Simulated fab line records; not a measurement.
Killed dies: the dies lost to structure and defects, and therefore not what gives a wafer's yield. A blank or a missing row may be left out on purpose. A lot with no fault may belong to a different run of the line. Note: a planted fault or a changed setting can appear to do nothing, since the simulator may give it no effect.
Which of the tools did it? | flow rit-cmos | Sampling: 6 lots, 18 wafers, 2 of 202 route steps

WHAT THE GAUGES SHOWED, per wafer
RIT_PWELL_TW_MEAS_10.
lot  | measured    | on            | PWELL_TW
L851 | day 2 05:07 | film-metro-02 | 945 945 946
L853 | day 2 15:10 | film-metro-02 | 945 944 941
L855 | day 3 03:42 | film-metro-04 | 968 970 966
L857 | day 3 12:30 | film-metro-01 | 950 945 947
L861 | day 4 06:41 | film-metro-02 | 1879 1866 1868
L863 | day 4 18:49 | film-metro-02 | 1872 1863 1882

EACH LOT AND THE TOOL THAT RAN IT (in order: tool; ch and the chambers of the sampled wafers; start)
lot  | RIT_PWELL_IMPLANT_08
L851 | implanter-01 ch 0, day 2 04:48
L853 | implanter-03 ch 0, day 2 14:50
L855 | implanter-03 ch 0, day 3 03:25
L857 | implanter-03 ch 0, day 3 12:11
L861 | implanter-01 ch 0, day 4 06:21
L863 | implanter-01 ch 0, day 4 18:29
- RIT_PWELL_IMPLANT_08

THE ANSWER, worked out from the rows above alone
Rule: the usual values come from the lots themselves. Put in order of their means at a reading, lots are off if they are a third of the lots or fewer, leave a main group of 4 or more, and stand apart from it by a gap of 3 or more times the standard deviation of the main group's means; of several such gaps the widest counts. Not used: any main group whose means are identical at the precision the tables above print for the reading. A lot without any number at a reading at which 4 lots or more have one is off too. The other lots that the step has rows for count as sound.
Off: at RIT_PWELL_TW_MEAS_10 (PWELL_TW), L861, L863. The main group: mean 951, standard deviation 9.9.
If a tool, at a process step before that reading, ran all the lots that are off and no sound lot after the first of them, it fits. The gauges at RIT_PWELL_TW_MEAS_10 are tried like those tools. Undecided on this evidence; 2 tools fit (implanter-01 at RIT_PWELL_IMPLANT_08, film-metro-02 at RIT_PWELL_TW_MEAS_10).

WHAT THE SIMULATOR HAD INSERTED
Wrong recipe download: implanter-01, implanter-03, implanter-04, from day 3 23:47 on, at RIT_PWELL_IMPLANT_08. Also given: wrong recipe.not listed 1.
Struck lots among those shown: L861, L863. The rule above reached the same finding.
